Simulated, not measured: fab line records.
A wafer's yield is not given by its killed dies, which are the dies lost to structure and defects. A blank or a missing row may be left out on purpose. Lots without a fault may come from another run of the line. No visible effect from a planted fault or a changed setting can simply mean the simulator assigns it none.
Which tool was responsible? + flow berkeley cmos170 + 7 lots, 21 wafers sampled, at 2 steps of a route of 331

== WHAT THE GAUGES SHOWED, per wafer ==
UCB170_SILICIDE_RS_MEAS_02: the measuring method here is four-point-probe.
| lot  | measured     | on            | SILICIDE_TI_RS (ohm/sq) |
|------|--------------|---------------|-------------------------|
| L677 | day 8 02:12  | film metro-03 | 26.1 26.2 25.9          |
| L679 | day 9 02:44  | film metro-03 | 26.4 26.3 26.6          |
| L683 | day 9 12:01  | film metro-01 | 26.1 26.0 26.4          |
| L687 | day 10 19:24 | film metro-04 | 26.1 26.1 26.2          |
| L688 | day 10 19:55 | film metro-03 | 25.8 26.0 26.1          |
| L690 | day 11 15:50 | film metro-04 | 26.3 26.7 26.4          |
| L697 | day 12 16:18 | film metro-01 | 26.0 25.8 25.8          |

== TOOL THAT RAN EACH LOT (tool first, then ch and the chambers of the sampled wafers, then the start) ==
| lot  | UCB170_SILICIDE_SPUTTER_01   |
|------|------------------------------|
| L677 | pvd sputter-01, day 8 02:09  |
| L679 | pvd sputter-04, day 9 02:40  |
| L683 | pvd sputter-01, day 9 11:58  |
| L687 | pvd sputter-04, day 10 19:22 |
| L688 | pvd sputter-01, day 10 19:45 |
| L690 | pvd sputter-03, day 11 15:47 |
| L697 | pvd sputter-01, day 12 16:16 |
- UCB170_SILICIDE_SPUTTER_01: material Ti, target thk 30 nm, time 25 s.

== THE ANSWER, worked out from the rows above alone ==
Rule: what is usual is taken from the lots themselves. The widest of any qualifying gaps counts: lots, ordered by their means at a reading, are off when they make up no more than a third of the lots, leave a main group of 4 or more, and stand apart from it by 3 or more times the standard deviation of that group's means. A main group whose means are all the same, to the digits that the tables above print for the reading, isn't used. A lot without any number at a reading at which 4 lots or more have one is off too. The other lots that the step has rows for count as sound.
No lot is off on any of the readings shown, so nothing can be concluded from this.

== WHAT THE SIMULATOR HAD PUT IN ==
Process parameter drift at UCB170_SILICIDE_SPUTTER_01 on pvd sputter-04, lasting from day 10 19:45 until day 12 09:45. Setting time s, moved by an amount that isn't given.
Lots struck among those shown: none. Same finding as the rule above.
